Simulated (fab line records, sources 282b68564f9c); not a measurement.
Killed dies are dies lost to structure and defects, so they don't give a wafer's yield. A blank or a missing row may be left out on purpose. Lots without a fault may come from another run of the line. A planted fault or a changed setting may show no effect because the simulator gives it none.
fab line records | flow rit_cmos | part 2 of 2: steps 31 to 31 of 31
record lots=5 wafers=23
route steps=202 shown ACTIVE@4 FOX2@23 PWELL@40 WELLDRIVE@50 NRETRO@54 PRETRO@65 GATE@89 PLDD@115 M1@202
start_h: hours from the record's first day to the start of the lot's first wafer shown | wait_h: hours since the lot's step before | " the same as in the row above | L1.1+2: a row that stands for several wafers | - no value, or no start given | * or withheld: withheld | < > ~ a bound
route shown NAME@n: a module of which the file shows steps, and the number in the route of the first | usual: mean/standard deviation of fault-free wafers | same: alike in all rows | chamber/n: place in a boat | sites: the reading at each site | _std_site: their standard deviation | _edge_site: outer sites' mean less inner sites' | radius_mm: how far each site lies from the wafer's centre | mask NAME#n: copy n | behind: the tool/chamber that last shaped the wafer | hold: why the lot was held/for how many hours/how that ended | device: the transistor (n, p or np) that didn't switch | end of line: the same wafers' tests at the end of the route | a step without rows: its recipe alone | killed: dies lost to structure and defects at the first sort, not the wafer's yield | map: a wafer's dies, x killed, . not, _ none there
set.NAME: the setting as run; set.NAME@STEP: as run at that earlier step | model.NAME: the simulator's own value behind a step, which no gauge read
lots whose settings were changed on purpose; a table a step, a row a wafer
## steps
# step RIT_M1_PROBE_99
# usual killed_at_contacts=0.1/0.32 killed_at_front_end=7/3 killed_dies=6.8/3 killed_open=3.5/2.1 killed_short=3.3/1.9
# same gross_dies=264 killed_at_M0_to_M3=0 killed_at_M4_up=0 killed_at_back_side=0 killed_at_other=0
# columns lot.wafer tool chamber start_h wait_h set.dose_mj@GATE_EXPOSE_13 killed_at_contacts killed_at_front_end killed_dies killed_open killed_short model.etest.nmos_0p15.drive_ua_um model.etest.nmos_0p15.r_on_ohm_um model.etest.npoly_line.line_ohm_um model.etest.pmos_0p15.drive_ua_um model.etest.pmos_0p15.r_on_ohm_um model.etest.pmos_0p3.r_on_ohm_um model.etest.pmos_turned.r_on_ohm_um model.etest.ppoly_line.line_ohm_um
L076.1 prober-02 - 73.41 0.1 399.6 0 125 125 3 2 615 914.1 235.6 340.1 2166 5832 2851 222.2
L076.2 prober-02 - 73.46 0.1 399.6 0 133 133 6 4 613.2 917 246.6 347.8 2149 5900 2863 231.7
L076.4 prober-02 - 73.56 0.2 399.6 0 133 133 6 5 623.6 947.7 247.8 354.4 2153 5867 2845 235.8
L076.5 prober-02 - 73.61 0.2 380 0 8 8 3 5 482.8 1139 175 257.4 2768 6204 3441 168.1
L076.6 prober-02 - 73.66 0.2 380 0 3 3 2 1 476.1 1101 170.3 259.2 2747 6187 3404 162.6
L078.1 prober-02 - 82.59 0.1 357.5 0 217 217 2 4 - - - - - - - -
L078.2 prober-02 - 82.64 0.1 380 0 3 3 1 2 476.3 1166 173.7 276.3 2650 6028 3253 168
L078.3 prober-02 - 82.69 0.2 357.5 0 224 224 4 3 - - - - - - - -
L078.5 prober-02 - 82.79 0.2 380 0 4 4 0 4 477.4 1112 170.9 272.2 2623 6031 3248 161
L078.6 prober-02 - 82.84 0.2 357.5 0 200 200 5 4 - - - - - - - -
L079.1 prober-01 - 88.53 0.1 380 0 5 5 3 2 497.7 1098 172.4 282.3 2587 5926 3201 166.8
L079.2 prober-01 - 88.58 0.1 380 0 9 9 4 5 498.2 1087 171.8 284.9 2540 5832 3136 168.4
L079.6 prober-01 - 88.78 0.2 380 0 12 12 4 8 501.3 1069 174.1 286.8 2518 5834 3127 164.7
L080.1 prober-02 - 91.26 0.1 380 0 6 6 3 3 492 1102 168.7 270.2 2685 6145 3384 166.7
L080.2 prober-02 - 91.31 0.1 380 0 7 7 4 3 486.8 1154 180 262 2744 6229 3482 172.1
L080.4 prober-02 - 91.41 0.2 380 0 7 7 6 1 489.8 1113 172 262 2738 6196 3434 168.8
L080.5 prober-02 - 91.46 0.2 371.3 0 4 4 1 3 446 1172 155.6 237.9 2978 6310 3642 152.4
L080.6 prober-02 - 91.51 0.2 371.3 0 8 8 3 5 440.1 1183 153 236.1 2990 6297 3690 146.2
L082.1 prober-02 - 103.33 0.1 380 0 5 5 0 5 468.3 1175 171.2 257.3 2808 6268 3446 166.7
L082.2 prober-02 - 103.38 0.1 380 0 5 5 1 4 465.3 1159 171.2 255.6 2770 6266 3466 162.2
L082.3 prober-02 - 103.43 0.2 380 0 8 8 3 5 451.1 1187 170.8 250 2846 6264 3573 164
L082.4 prober-02 - 103.48 0.2 380 0 5 5 5 0 469.7 1149 170.7 258.4 2789 6222 3470 164.2
L082.6 prober-02 - 103.58 0.2 380 2 5 7 2 5 466.8 1134 171.5 259.6 2752 6187 3411 163.1
# killed by level:class
L076.1 GATE:area_expose=120 GATE:geometric_particle:open=2 ACTIVE:geometric_particle:open=1 SPACER:geometric_particle:short=1 SILICIDE:geometric_particle:short=1
L076.2 GATE:area_expose=123 GATE:geometric_particle:open=3 FOX1:geometric_particle:short=1 FOX2:geometric_particle:open=1 GATE:geometric_particle:short=1 REOX:geometric_particle:open=1 REOX:geometric_particle:short=1 SPACER:geometric_particle:short=1
L076.4 GATE:area_expose=122 GATE:geometric_particle:short=3 GATE:geometric_particle:open=2 REOX:geometric_particle:open=2 FOX1:geometric_particle:open=1 FOX1:geometric_particle:short=1 REOX:geometric_particle:short=1 SILICIDE:geometric_particle:open=1
L076.5 GATE:geometric_particle:open=2 GATE:geometric_particle:short=2 SILICIDE:geometric_particle:short=2 SPACER:geometric_particle:short=1 SILICIDE:geometric_particle:open=1
L076.6 GATE:geometric_particle:open=1 GATE:geometric_particle:short=1 SILICIDE:geometric_particle:open=1
L078.1 GATE:area_expose=211 FOX2:geometric_particle:short=2 FOX1:geometric_particle:short=1 GATE:geometric_particle:short=1 SPACER:geometric_particle:open=1 SILICIDE:geometric_particle:open=1
L078.2 FOX1:geometric_particle:short=1 REOX:geometric_particle:open=1 SILICIDE:geometric_particle:short=1
L078.3 GATE:area_expose=217 SPACER:geometric_particle:open=2 FOX1:geometric_particle:open=1 GATE:geometric_particle:short=1 GATE:geometric_particle:open=1 SILICIDE:geometric_particle:short=1 SPACER:geometric_particle:short=1
L078.5 FOX1:geometric_particle:short=1 FOX2:geometric_particle:short=1 REOX:geometric_particle:short=1 SILICIDE:geometric_particle:short=1
L078.6 GATE:area_expose=191 FOX1:geometric_particle:open=1 FOX2:geometric_particle:short=1 FOX2:geometric_particle:open=1 GATE:geometric_particle:open=1 REOX:geometric_particle:short=1 SPACER:geometric_particle:short=1 SPACER:geometric_particle:open=1
L079.1 GATE:geometric_particle:open=3 GATE:geometric_particle:short=1 REOX:geometric_particle:short=1
L079.2 GATE:geometric_particle:open=2 GATE:geometric_particle:short=2 REOX:geometric_particle:open=2 FOX1:geometric_particle:short=1 FOX2:geometric_particle:short=1 SILICIDE:geometric_particle:short=1
L079.6 GATE:geometric_particle:short=4 GATE:geometric_particle:open=2 REOX:geometric_particle:short=2 FOX1:geometric_particle:short=1 FOX2:geometric_particle:open=1 REOX:geometric_particle:open=1 SPACER:geometric_particle:short=1
L080.1 SPACER:geometric_particle:open=2 SPACER:geometric_particle:short=2 FOX1:geometric_particle:short=1 SILICIDE:geometric_particle:open=1
L080.2 GATE:geometric_particle:short=3 FOX1:geometric_particle:open=2 SPACER:geometric_particle:open=1 SILICIDE:geometric_particle:open=1
L080.4 GATE:geometric_particle:open=3 SPACER:geometric_particle:open=3 GATE:geometric_particle:short=1
L080.5 FOX1:geometric_particle:short=1 GATE:geometric_particle:open=1 GATE:geometric_particle:short=1 SPACER:geometric_particle:short=1
L080.6 FOX1:geometric_particle:open=2 GATE:geometric_particle:short=2 SILICIDE:geometric_particle:short=2 FOX1:geometric_particle:short=1 SILICIDE:geometric_particle:open=1
L082.1 GATE:geometric_particle:short=3 FOX1:geometric_particle:short=2
L082.2 GATE:geometric_particle:short=2 FOX1:geometric_particle:short=1 FOX2:geometric_particle:short=1 GATE:geometric_particle:open=1
L082.3 GATE:geometric_particle:short=5 REOX:geometric_particle:open=2 GATE:geometric_particle:open=1
L082.4 GATE:geometric_particle:open=2 REOX:geometric_particle:open=2 SPACER:geometric_particle:open=1
L082.6 GATE:geometric_particle:open=2 SILICIDE:geometric_particle:short=2 CONTACT:geometric_particle:short=2 GATE:geometric_particle:short=1
## key
split step=RIT_ACTIVE_CVD_03 setting=pressure_mtorr stated=300 by=lot
response step=RIT_ACTIVE_CVD_03 reading=model.Si3N4_of_ACTIVE_CVD_03.thk_nm change=+0.396 per=1% r=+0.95
response step=RIT_ACTIVE_THK_MEAS_04 reading=ACTIVE_NITRIDE_THK change=+0.398 per=1% r=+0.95
response step=RIT_ACTIVE_CLEAN_15 reading=model.Si3N4_of_ACTIVE_CVD_03.thk_nm change=+0.393 per=1% r=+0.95
response step=RIT_FOX2_OXIDATION_00 reading=model.Si3N4_of_ACTIVE_CVD_03.thk_nm change=+0.421 per=1% r=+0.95
split step=RIT_ACTIVE_DEVELOP_10 setting=dev_temp_c stated=23 by=wafer
response none clear
split step=RIT_FOX2_OXIDATION_00 setting=ox_time_s stated=1130 by=lot
response step=RIT_FOX2_OXIDATION_00 reading=model.SiO2_of_FOX2_OXIDATION_00.thk_nm change=+1.9 per=1% r=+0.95
response step=RIT_FOX2_THK_MEAS_90 reading=FIELD_OXIDE_LEFT_1_THK change=+1.9 per=1% r=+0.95
split step=RIT_PWELL_COAT_01 setting=spin_rpm stated=2000 by=wafer
response step=RIT_PWELL_COAT_01 reading=model.NOVOLAK_of_PWELL_COAT_01.thk_nm change=-6.3 per=1% r=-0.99
response step=RIT_PWELL_HARDBAKE_07 reading=model.NOVOLAK_of_PWELL_COAT_01.thk_nm change=-5.43 per=1% r=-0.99
split step=RIT_PWELL_IMPLANT_08 setting=dose_cm2 stated=7e+13 by=wafer
response step=RIT_PWELL_TW_MEAS_10 reading=PWELL_TW change=+3.56 per=1% r=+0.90
response step=RIT_WELLDRIVE_RS_MEAS_02 reading=PWELL_RS change=-2.79 per=1% r=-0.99
split step=RIT_NRETRO_COAT_01 setting=resist_thk_nm stated=1300 by=wafer
response step=RIT_NRETRO_COAT_01 reading=model.NOVOLAK_of_NRETRO_COAT_01.thk_nm change=+13.4 per=1% r=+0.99
response step=RIT_NRETRO_HARDBAKE_07 reading=model.NOVOLAK_of_NRETRO_COAT_01.thk_nm change=+11.5 per=1% r=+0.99
split step=RIT_NRETRO_SOFTBAKE_02 setting=time_s stated=60 by=wafer
response none clear
split step=RIT_PRETRO_COAT_01 setting=spin_rpm stated=2000 by=wafer
response step=RIT_PRETRO_COAT_01 reading=model.NOVOLAK_of_PRETRO_COAT_01.thk_nm change=-6.8 per=1% r=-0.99
response step=RIT_PRETRO_HARDBAKE_07 reading=model.NOVOLAK_of_PRETRO_COAT_01.thk_nm change=-5.77 per=1% r=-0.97
split step=RIT_PRETRO_HARDBAKE_07 setting=temp_c stated=140 by=wafer
response none clear
split step=RIT_GATE_EXPOSE_13 setting=dose_mj stated=380 by=wafer
response step=RIT_M1_PROBE_99 reading=model.etest.pmos_0p15.r_on_ohm_um change=-116 per=1% r=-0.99
response step=RIT_M1_PROBE_99 reading=model.etest.pmos_turned.r_on_ohm_um change=-109 per=1% r=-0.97
response step=RIT_M1_PROBE_99 reading=model.etest.pmos_0p3.r_on_ohm_um change=-61.5 per=1% r=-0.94
response step=RIT_M1_PROBE_99 reading=model.etest.nmos_0p15.drive_ua_um change=+25.7 per=1% r=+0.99
response step=RIT_M1_PROBE_99 reading=model.etest.nmos_0p15.r_on_ohm_um change=-35.3 per=1% r=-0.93
response step=RIT_M1_PROBE_99 reading=model.etest.pmos_0p15.drive_ua_um change=+16.4 per=1% r=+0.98
response step=RIT_M1_PROBE_99 reading=model.etest.npoly_line.line_ohm_um change=+12.8 per=1% r=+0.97
response step=RIT_M1_PROBE_99 reading=model.etest.ppoly_line.line_ohm_um change=+11.9 per=1% r=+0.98
split step=RIT_PLDD_COAT_01 setting=resist_thk_nm stated=1000 by=wafer
response step=RIT_PLDD_COAT_01 reading=model.NOVOLAK_of_PLDD_COAT_01.thk_nm change=+10.3 per=1% r=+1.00
